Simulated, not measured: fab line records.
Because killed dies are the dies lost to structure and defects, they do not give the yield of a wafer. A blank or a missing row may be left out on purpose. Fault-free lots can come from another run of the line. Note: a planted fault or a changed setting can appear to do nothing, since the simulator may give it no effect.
What tool caused it? + flow ritCmos + 13 lots, 39 wafers sampled, at 3 steps of a route of 202

== WHAT THE GAUGES READ, wafer by wafer ==
RIT_NSD_TW_MEAS_10.
| lot  | measured    | on           | NSD_TW         |
|------|-------------|--------------|----------------|
| L907 | day 3 06:22 | filmMetro-01 | 3111 3096 3103 |
| L909 | day 3 15:08 | filmMetro-03 | 3167 3168 3176 |
| L908 | day 3 15:45 | filmMetro-02 | 3168 3177 3172 |
| L910 | day 4 03:07 | filmMetro-02 | 3143 3112 3120 |
| L911 | day 4 09:22 | filmMetro-02 | 3111 3128 3118 |
| L912 | day 4 12:16 | filmMetro-02 | 3128 3126 3120 |
| L913 | day 4 12:31 | filmMetro-01 | 3120 3121 3114 |
| L915 | day 5 06:56 | filmMetro-01 | 3089 3101 3107 |
| L917 | day 5 12:32 | filmMetro-03 | 3153 3129 3139 |
| L920 | day 6 08:32 | filmMetro-01 | 3317 3331 3324 |
| L921 | day 6 14:58 | filmMetro-03 | 3373 3368 3354 |
| L927 | day 7 16:35 | filmMetro-02 | 3133 3128 3143 |
| L929 | day 8 07:24 | filmMetro-01 | 3104 3115 3100 |

RIT_SDANNEAL_RS_MEAS_05: measurement is done with a four-point probe.
| lot  | measured    | on           | NSD_RS (ohm/sq)   |
|------|-------------|--------------|-------------------|
| L907 | day 3 08:33 | filmMetro-01 | 84.58 84.53 84.52 |
| L909 | day 3 17:11 | filmMetro-02 | 84.49 84.43 84.55 |
| L908 | day 3 17:55 | filmMetro-01 | 84.48 84.66 84.53 |
| L910 | day 4 05:11 | filmMetro-01 | 84.80 85.35 84.75 |
| L911 | day 4 11:38 | filmMetro-03 | 84.57 84.29 84.00 |
| L912 | day 4 14:20 | filmMetro-03 | 84.33 84.42 84.29 |
| L913 | day 4 14:35 | filmMetro-02 | 84.64 84.46 84.72 |
| L915 | day 5 08:57 | filmMetro-02 | 84.49 84.88 84.62 |
| L917 | day 5 14:43 | filmMetro-03 | 84.94 84.71 84.95 |
| L920 | day 6 10:34 | filmMetro-01 | 81.86 81.86 81.84 |
| L921 | day 6 17:02 | filmMetro-03 | 81.59 81.34 81.37 |
| L927 | day 7 18:51 | filmMetro-01 | 84.60 85.08 84.70 |
| L929 | day 8 09:34 | filmMetro-01 | 84.73 84.76 84.87 |

== TOOL THAT RAN EACH LOT (tool first, then ch and the chambers of the sampled wafers, then the start) ==
| lot  | RIT_NSD_IMPLANT_08             |
|------|--------------------------------|
| L907 | implanter-02 ch 0, day 3 06:04 |
| L909 | implanter-04 ch 0, day 3 14:50 |
| L908 | implanter-01 ch 0, day 3 15:25 |
| L910 | implanter-04 ch 0, day 4 02:48 |
| L911 | implanter-04 ch 0, day 4 09:04 |
| L912 | implanter-02 ch 0, day 4 11:56 |
| L913 | implanter-04 ch 0, day 4 12:13 |
| L915 | implanter-01 ch 0, day 5 06:36 |
| L917 | implanter-01 ch 0, day 5 12:14 |
| L920 | implanter-01 ch 0, day 6 08:13 |
| L921 | implanter-01 ch 0, day 6 14:41 |
| L927 | implanter-02 ch 0, day 7 16:16 |
| L929 | implanter-02 ch 0, day 8 07:05 |
- RIT_NSD_IMPLANT_08

== WHAT THE TOOLS THEMSELVES READ (means of the sampled wafers that have a number; where no wafer has one, the mark that the record gives instead) ==
RIT_NSD_IMPLANT_08.
| lot  | tool         | beamEnergyKeV | doseIonsCm2 |
|------|--------------|---------------|-------------|
| L907 | implanter-02 | 24.989        | 1e+15       |
| L909 | implanter-04 | 25.004        | 1e+15       |
| L908 | implanter-01 | 25.003        | 1e+15       |
| L910 | implanter-04 | 25.006        | 1e+15       |
| L911 | implanter-04 | 25.001        | 1e+15       |
| L912 | implanter-02 | 25.006        | 1e+15       |
| L913 | implanter-04 | 24.992        | 1e+15       |
| L915 | implanter-01 | 24.991        | 1e+15       |
| L917 | implanter-01 | 24.996        | 1e+15       |
| L920 | implanter-01 | 32.510        | 1e+15       |
| L921 | implanter-01 | 32.492        | 1e+15       |
| L927 | implanter-02 | 24.999        | 1e+15       |
| L929 | implanter-02 | 25.004        | 1e+15       |

== THE ANSWER, worked out from the rows above alone ==
Rule: the lots themselves supply what counts as usual. Put in order of their means at a reading, lots are off if they are a third of the lots or fewer, leave a main group of 4 or more, and stand apart from it by a gap of 3 or more times the standard deviation of the main group's means; of several such gaps the widest counts. The tables above print the reading to a certain number of digits; a main group whose means all agree to those digits is not used. A lot without any number at a reading at which 4 lots or more have one is off too. The other lots that the step has rows for count as sound. After the gauges, taken in route order, come the tools' own readings; for these a lot's mean is taken, as printed above. At the first step where some lot is off, the reading lying furthest off is the one used; lots without a number count as furthest.
Off: L920, L921, seen at RIT_NSD_TW_MEAS_10 (NSD_TW). The main group has a mean of 3128 with a standard deviation of 23.
If a tool, at a process step before that reading, ran all the lots that are off and no sound lot after the first of them, it fits. Not tried: the gauges at RIT_NSD_TW_MEAS_10; whatever is off there is also off at RIT_NSD_IMPLANT_08, on other tools, and gauge error can't account for it. One fits: implanter-01 at RIT_NSD_IMPLANT_08. Its last sound lot is L917 (day 5 12:14), its first lot that is off L920 (day 6 08:13): a fault that began between those two fits.
The tool's own readings at RIT_NSD_IMPLANT_08 bear it out: on the lots that are off they differ by more than 5 times the standard deviation of the sound lots' means. beamEnergyKeV reads 32.501 there against 24.999 on the sound lots.

== WHAT THE SIMULATOR PUT IN ==
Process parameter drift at RIT_NSD_IMPLANT_08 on implanter-01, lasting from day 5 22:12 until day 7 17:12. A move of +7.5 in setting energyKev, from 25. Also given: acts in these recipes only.
Shown lots that were struck: L920, L921. The same result came from the rule above.
